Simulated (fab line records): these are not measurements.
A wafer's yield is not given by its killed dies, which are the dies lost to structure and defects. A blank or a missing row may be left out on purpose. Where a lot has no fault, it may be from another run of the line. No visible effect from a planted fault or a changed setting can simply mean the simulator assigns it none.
fab line records ; flow rit_cmos
record lots=6; wafers=18; last_day=7
route steps=202 shown M1@184
lots that met no fault: from a run of the same line without faults
start_h: hours from the record's opening day to when the first of the lot's shown wafers began ; wait_h: hours since the lot's step before ; " same as the row above ; L1.1+2: a row that stands for several wafers ; - no value, or no start given ; * or withheld: withheld ; < > ~ a bound
route shown NAME@n: a module of which the file shows steps, and the number in the route of the first ; usual: mean and standard deviation over wafers with no fault ; same: alike in all rows ; chamber/n: place in a boat ; sites: per-site readings ; _std_site: the values' standard deviation ; _edge_site: outer sites' mean less inner sites' ; radius_mm: how far each site lies from the wafer's centre ; mask NAME#n: copy n ; behind: tool/chamber where the wafer was last shaped ; hold: the reason the lot was held/the length of the hold in hours/how it ended ; device: transistor that didn't switch, given as n, p or np ; end of line: the same wafers' tests at the end of the route ; a step without rows: its recipe alone ; killed: the dies lost at the first sort to structure and to defects; this is not the yield of the wafer ; map: a wafer's dies, x killed, . not, _ none there
set.NAME: the setting that was run; set.NAME@STEP: the one run at that earlier step ; model.NAME: the simulator's own value behind a step, which no gauge read
lots seen at some steps along the route; tables by step, rows by wafer
services: the hour from which a tool's chamber was out of use, counted from the record's first day as start_h (under 0 if before that day), plus the number of hours and why
## steps
# step RIT_M1_SPUTTER_00
# recipe material=Al; target_thk_nm=400; power_w=2000; chamber_pressure_pa=0.4; gas=Ar; time_s=500; substrate_temp_c=25
# usual throttle_valve_pct=30.6/0.92
lot.wafer;tool;chamber;start_h;wait_h;throttle_valve_pct
L119.2;pvd_sputter-04;-;59.72;0.0;30.3
L119.3;pvd_sputter-04;-;59.72;0.0;31.6
L119.6;pvd_sputter-04;-;59.72;0.0;30.5
L121.1;pvd_sputter-04;-;65.57;0.0;31.9
L121.4;pvd_sputter-04;-;65.57;0.0;30.7
L121.5;pvd_sputter-04;-;65.57;0.0;30.9
L127.4;pvd_sputter-04;-;100.53;0.0;31.7
L127.5;pvd_sputter-04;-;100.53;0.0;30.5
L127.6;pvd_sputter-04;-;100.53;0.0;31.8
L130.3;pvd_sputter-03;-;116.25;0.0;30.4
L130.4;pvd_sputter-03;-;116.25;0.0;29.0
L130.6;pvd_sputter-03;-;116.25;0.0;29.3
L138.1;pvd_sputter-03;-;154.09;0.0;29.5
L138.5;pvd_sputter-03;-;154.09;0.0;32.1
L138.6;pvd_sputter-03;-;154.09;0.0;31.0
L140.2;pvd_sputter-01;-;165.56;0.0;29.2
L140.3;pvd_sputter-01;-;165.56;0.0;30.7
L140.6;pvd_sputter-01;-;165.56;0.0;31.1
# step RIT_M1_RS_MEAS_01
# recipe thk_meas_gauge=four-point-probe; reads=Al_of_M1_SPUTTER_00
# usual M1_AL_RS=0.0731/0.00077
lot.wafer;tool;chamber;start_h;wait_h;M1_AL_RS[ohm/sq]
L119.2;film_metro-04;-;60.04;0.2;0.0740
L119.3;film_metro-04;-;60.04;0.2;0.0741
L119.6;film_metro-04;-;60.04;0.2;0.0731
L121.1;film_metro-02;-;65.87;0.1;0.0733
L121.4;film_metro-02;-;65.87;0.1;0.0718
L121.5;film_metro-02;-;65.87;0.1;0.0723
L127.4;film_metro-02;-;100.88;0.2;0.0721
L127.5;film_metro-02;-;100.88;0.2;0.0725
L127.6;film_metro-02;-;100.88;0.2;0.0724
L130.3;film_metro-04;-;116.58;0.2;0.0726
L130.4;film_metro-04;-;116.58;0.2;0.0719
L130.6;film_metro-04;-;116.58;0.2;0.0719
L138.1;film_metro-02;-;154.38;0.1;0.0734
L138.5;film_metro-02;-;154.38;0.1;0.0736
L138.6;film_metro-02;-;154.38;0.1;0.0729
L140.2;film_metro-02;-;165.87;0.2;0.0741
L140.3;film_metro-02;-;165.87;0.2;0.0725
L140.6;film_metro-02;-;165.87;0.2;0.0737
# step RIT_M1_THK_MEAS_02
# recipe thk_meas_gauge=xrf; reads=Al_of_M1_SPUTTER_00
# usual M1_AL_THK=398/4.6
lot.wafer;tool;chamber;start_h;wait_h;M1_AL_THK[nm]
L119.2;film_metro-04;-;60.15;0.1;394
L119.3;film_metro-04;-;60.15;0.1;392
L119.6;film_metro-04;-;60.15;0.1;399
L121.1;film_metro-02;-;65.99;0.1;398
L121.4;film_metro-02;-;65.99;0.1;408
L121.5;film_metro-02;-;65.99;0.1;402
L127.4;film_metro-02;-;100.97;0.1;405
L127.5;film_metro-02;-;100.97;0.1;401
L127.6;film_metro-02;-;100.97;0.1;405
L130.3;film_metro-04;-;116.68;0.1;402
L130.4;film_metro-04;-;116.68;0.1;405
L130.6;film_metro-04;-;116.68;0.1;405
L138.1;film_metro-02;-;154.50;0.1;398
L138.5;film_metro-02;-;154.50;0.1;396
L138.6;film_metro-02;-;154.50;0.1;397
L140.2;film_metro-02;-;165.98;0.1;394
L140.3;film_metro-02;-;165.98;0.1;402
L140.6;film_metro-02;-;165.98;0.1;395
# step RIT_M1_HMDS_03
# recipe prime_time_s=60; prime_temp_c=140
# step RIT_M1_COAT_04
# recipe resist=NOVOLAK; spin_rpm=2000; resist_thk_nm=1300
# step RIT_M1_SOFTBAKE_05
# recipe resist=NOVOLAK; temp_c=90; time_s=60
# step RIT_M1_EXPOSE_06
# recipe mask_id=M12; na=0.6; source_shape=conventional; sigma_outer=0.5; target_cd_nm=2600; dose_mj=250
# step RIT_M1_PEB_07
# recipe resist=NOVOLAK; temp_c=withheld; time_s=withheld
# step RIT_M1_DEVELOP_08
# recipe resist=NOVOLAK; develop_time_s=68; dev_temp_c=23
# step RIT_M1_CD_MEAS_09
# recipe target_cd_nm=2600
# usual cd_nm=2599.4/2.2
lot.wafer;tool;chamber;start_h;wait_h;cd_nm
L119.2;cd_sem-02;-;61.26;-;2596.6
L119.3;cd_sem-02;-;61.26;-;2597.2
L119.6;cd_sem-02;-;61.26;-;2597.1
L121.1;cd_sem-02;-;66.93;-;2600.2
L121.4;cd_sem-02;-;66.93;-;2600.5
L121.5;cd_sem-02;-;66.93;-;2600.9
L127.4;cd_sem-02;-;102.07;-;2599.3
L127.5;cd_sem-02;-;102.07;-;2597.7
L127.6;cd_sem-02;-;102.07;-;2599.0
L130.3;cd_sem-02;-;117.64;-;2596.2
L130.4;cd_sem-02;-;117.64;-;2596.5
L130.6;cd_sem-02;-;117.64;-;2597.6
L138.1;cd_sem-02;-;155.44;-;2601.4
L138.5;cd_sem-02;-;155.44;-;2600.6
L138.6;cd_sem-02;-;155.44;-;2603.1
L140.2;cd_sem-01;-;166.93;-;2598.1
L140.3;cd_sem-01;-;166.93;-;2599.5
L140.6;cd_sem-01;-;166.93;-;2599.3
# step RIT_M1_OVL_MEAS_10
# usual M1_OVL=-1.5/1.5
lot.wafer;tool;chamber;start_h;wait_h;M1_OVL[nm]
L119.2;overlay-02;-;61.36;0.1;-3.1
L119.3;overlay-02;-;61.36;0.1;-2.4
L119.6;overlay-02;-;61.36;0.1;-2.8
L121.1;overlay-02;-;67.05;0.1;2.0
L121.4;overlay-02;-;67.05;0.1;0.6
L121.5;overlay-02;-;67.05;0.1;0.7
L127.4;overlay-02;-;102.14;0.1;-0.8
L127.5;overlay-02;-;102.14;0.1;-2.9
L127.6;overlay-02;-;102.14;0.1;-1.2
L130.3;overlay-02;-;117.74;0.1;-0.8
L130.4;overlay-02;-;117.74;0.1;0.0
L130.6;overlay-02;-;117.74;0.1;-0.5
L138.1;overlay-01;-;155.56;0.1;-2.9
L138.5;overlay-01;-;155.56;0.1;-0.2
L138.6;overlay-01;-;155.56;0.1;-1.3
L140.2;overlay-01;-;167.04;0.1;-4.1
L140.3;overlay-01;-;167.04;0.1;-4.4
L140.6;overlay-01;-;167.04;0.1;-1.9
# step RIT_M1_HARDBAKE_11
# recipe resist=NOVOLAK; temp_c=140; time_s=120
# step RIT_M1_METAL_ETCH_12
# recipe stop_on=SiO2; chemistry=Cl2/BCl3; target=Al; time_s=165; over_etch_frac=0.5; pressure_mtorr=100; target_depth_a=6000; rf_w=250; Cl2_flow_sccm=60; bcl3_flow_sccm=50
# usual chamber_pressure_mTorr=100.00/0.1; drypump_motor_current_A=5.7/0.35; oes_product_au=0.776/0.013; throttle_valve_pct=8.25/0.13
lot.wafer;tool;chamber;start_h;wait_h;chamber_pressure_mTorr;drypump_motor_current_A;oes_product_au;rf_hours_counter_h;throttle_valve_pct;model.NOVOLAK_of_M1_COAT_04.thk_nm;model.M1.feature_depth_nm
L119.2;rie_metal-04;0;61.64;0.2;100.01;5.7;0.768;1;8.46;797.9;430.9
L119.3;rie_metal-04;1;61.64;0.2;99.90;5.6;0.793;-;8.27;798;429.7
L119.6;rie_metal-04;1;61.64;0.2;100.14;5.6;0.802;-;8.26;801.3;434.7
L121.1;rie_metal-03;0;67.33;0.2;99.97;5.6;0.761;4;8.09;810.9;432.8
L121.4;rie_metal-03;0;67.33;0.2;100.23;5.7;0.779;-;8.09;807.9;441.6
L121.5;rie_metal-03;0;67.33;0.2;99.79;5.6;0.772;-;8.09;813.6;438.1
L127.4;rie_metal-03;1;102.47;0.1;100.06;5.7;0.776;-;8.28;874.2;432.6
L127.5;rie_metal-03;0;102.47;0.1;100.07;5.7;0.770;-;8.10;811.1;437.2
L127.6;rie_metal-03;1;102.47;0.1;99.78;5.7;0.767;-;8.28;874;431.6
L130.3;rie_metal-03;0;118.06;0.2;100.04;5.7;0.767;-;8.09;812.8;436.3
L130.4;rie_metal-03;1;118.06;0.2;100.08;5.7;0.767;-;8.29;878.1;433.8
L130.6;rie_metal-03;0;118.06;0.2;100.08;5.6;0.769;-;8.11;811.5;439.2
L138.1;rie_metal-04;1;155.85;0.2;100.03;5.7;0.798;2;8.27;798.4;433.5
L138.5;rie_metal-04;0;155.85;0.2;99.94;5.7;0.769;-;8.45;794.2;432.2
L138.6;rie_metal-04;1;155.85;0.2;99.99;5.7;0.797;-;8.26;796.5;434.8
L140.2;rie_metal-02;0;167.32;0.2;100.04;5.2;0.767;0;8.06;796.6;430
L140.3;rie_metal-02;0;167.32;0.2;100.14;5.1;0.762;-;8.07;787.5;438.2
L140.6;rie_metal-02;1;167.32;0.2;99.96;6.5;0.774;-;8.29;796.5;432.2
# step RIT_M1_STRIP_13
# recipe chemistry=nmp; resist=NOVOLAK; temp_c=80; time_s=600; dry=n2_spin
# step RIT_M1_PROBE_99
# usual defect_limited_yield=97.5/1; killed_at_front_end=6.7/2.7; killed_dies=6.7/2.7; killed_open=3.2/1.8; killed_short=3.5/1.9
# same gross_dies=264; killed_at_M0_to_M3=0; killed_at_M4_up=0; killed_at_back_side=0; killed_at_contacts=0; killed_at_other=0
lot.wafer;tool;chamber;start_h;wait_h;defect_limited_yield[%];killed_at_front_end;killed_dies;killed_open;killed_short;model.etest.m1_comb_over_steps.leak_log10_a_um;model.etest.antenna_m1.vt_shift_v
L119.2;prober-01;-;63.95;0.1;98.9;3;3;1;2;-12.93;-0.006729
L119.3;prober-01;-;64.00;0.2;97.7;6;6;4;2;-12.87;-0.01299
L119.6;prober-01;-;64.15;0.2;97.7;6;6;3;3;-12.65;-0.01289
L121.1;prober-01;-;69.59;0.1;96.2;10;10;6;4;-12.9;-0.01392
L121.4;prober-01;-;69.74;0.2;97.3;7;7;2;5;-12.9;-0.006565
L121.5;prober-01;-;69.79;0.2;94.7;14;14;6;8;-12.94;-0.008868
L127.4;prober-01;-;104.82;0.2;98.1;5;5;3;2;-10.94;-0.006226
L127.5;prober-01;-;104.87;0.2;96.6;9;9;6;3;-12.89;-0.01106
L127.6;prober-01;-;104.92;0.2;98.5;4;4;2;2;-11.29;-0.01352
L130.3;prober-01;-;120.36;0.2;96.6;9;9;2;6;-12.79;-0.01066
L130.4;prober-01;-;120.41;0.2;98.1;5;5;3;2;-10.14;-0.003321
L130.6;prober-01;-;120.51;0.2;97.3;7;7;1;5;-12.64;-0.01369
L138.1;prober-01;-;158.10;0.1;97.7;6;6;4;2;-12.81;-0.01105
L138.5;prober-01;-;158.30;0.2;98.9;3;3;0;3;-12.88;-0.01606
L138.6;prober-01;-;158.35;0.2;98.5;4;4;0;4;-12.67;-0.008821
L140.2;prober-01;-;169.62;0.1;98.1;5;5;2;3;-12.76;-0.01355
L140.3;prober-01;-;169.67;0.2;96.2;10;10;4;6;-12.79;-0.0151
L140.6;prober-01;-;169.82;0.2;97.3;7;7;4;3;-12.82;-0.01116
# killed by level:class
L119.2 GATE:geometric_particle:short=2 GATE:geometric_particle:open=1
L119.3 FOX2:geometric_particle:open=2 GATE:geometric_particle:open=1 REOX:geometric_particle:open=1 SPACER:geometric_particle:short=1 SILICIDE:geometric_particle:short=1
L119.6 GATE:geometric_particle:short=2 GATE:geometric_particle:open=1 REOX:geometric_particle:open=1 SPACER:geometric_particle:open=1 SILICIDE:geometric_particle:short=1
L121.1 GATE:geometric_particle:short=3 GATE:geometric_particle:open=2 REOX:geometric_particle:open=2 FOX1:geometric_particle:short=1 SPACER:geometric_particle:open=1 SILICIDE:geometric_particle:open=1
L121.4 GATE:geometric_particle:open=2 SPACER:geometric_particle:short=2 GATE:geometric_particle:short=1 REOX:geometric_particle:short=1 SILICIDE:geometric_particle:short=1
L121.5 GATE:geometric_particle:open=4 SILICIDE:geometric_particle:short=3 GATE:geometric_particle:short=2 REOX:geometric_particle:short=2 FOX1:geometric_particle:open=1 FOX1:geometric_particle:short=1 SPACER:geometric_particle:open=1
L127.4 SPACER:geometric_particle:open=2 GATE:geometric_particle:open=1 REOX:geometric_particle:short=1 SPACER:geometric_particle:short=1
L127.5 ACTIVE:geometric_particle:open=1 FOX1:geometric_particle:open=1 FOX2:geometric_particle:open=1 FOX2:geometric_particle:short=1 GATE:geometric_particle:open=1 GATE:geometric_particle:short=1 REOX:geometric_particle:open=1 SPACER:geometric_particle:open=1
L127.6 FOX1:geometric_particle:short=1 GATE:geometric_particle:short=1 GATE:geometric_particle:open=1 SILICIDE:geometric_particle:open=1
L130.3 FOX1:geometric_particle:open=2 GATE:geometric_particle:short=2 REOX:geometric_particle:short=2 FOX1:geometric_particle:short=1 SPACER:geometric_particle:short=1 NSD:coat_microbubble_printed=1
L130.4 REOX:geometric_particle:open=2 FOX2:geometric_particle:short=1 SPACER:geometric_particle:short=1 SILICIDE:geometric_particle:open=1
L130.6 FOX1:geometric_particle:short=1 FOX1:geometric_particle:open=1 FOX2:geometric_particle:short=1 GATE:geometric_particle:short=1 SPACER:geometric_particle:short=1 SILICIDE:geometric_particle:short=1 NSD:coat_microbubble_printed=1
L138.1 GATE:geometric_particle:short=2 GATE:geometric_particle:open=2 FOX2:geometric_particle:open=1 SPACER:geometric_particle:open=1
L138.5 FOX2:geometric_particle:short=2 SILICIDE:geometric_particle:short=1
L138.6 FOX2:geometric_particle:short=2 FOX1:geometric_particle:short=1 GATE:geometric_particle:short=1
L140.2 FOX1:geometric_particle:open=2 FOX1:geometric_particle:short=1 GATE:geometric_particle:short=1 SPACER:geometric_particle:short=1
L140.3 SPACER:geometric_particle:open=3 SPACER:geometric_particle:short=3 GATE:geometric_particle:short=2 FOX1:geometric_particle:open=1 REOX:geometric_particle:short=1
L140.6 FOX1:geometric_particle:open=1 FOX2:geometric_particle:short=1 FOX2:geometric_particle:open=1 GATE:geometric_particle:open=1 GATE:geometric_particle:short=1 REOX:geometric_particle:open=1 SPACER:geometric_particle:short=1
## services
tool;chamber;start_h;hours;kind
rie_metal-03;1;46.04;1.5;repair
pvd_sputter-01;-;70.48;3.5;repair
pvd_sputter-01;-;76.33;2.2;repair
pvd_sputter-04;-;80.28;3.8;repair
rie_metal-02;-;101.00;2.8;pm
rie_metal-04;1;112.77;2.3;repair
rie_metal-02;-;136.12;20.0;pm
rie_metal-02;0;136.12;20.0;vent_cycle
rie_metal-02;1;136.12;20.0;vent_cycle
rie_metal-02;0;156.12;-;clean
rie_metal-02;1;156.12;-;clean
rie_metal-02;-;160.58;4.3;pm
## key
first_sign none at tools or gauges
model_effect step=RIT_M1_METAL_ETCH_12; value=NOVOLAK_of_M1_COAT_04.thk_nm; without=805.3; struck=875.4
model_effect step=RIT_M1_PROBE_99; value=etest.m1_comb_over_steps.leak_log10_a_um; without=-12.81; struck=-10.79
met_at RIT_M1_METAL_ETCH_12
struck_wafers L127.4,L127.6,L130.4
fault kind=process_parameter_drift; tool=rie_metal-03; chamber=1; onset_h=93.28; steps=RIT_M1_METAL_ETCH_12; channel=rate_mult; offset=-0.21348; shape=step; end_h=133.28
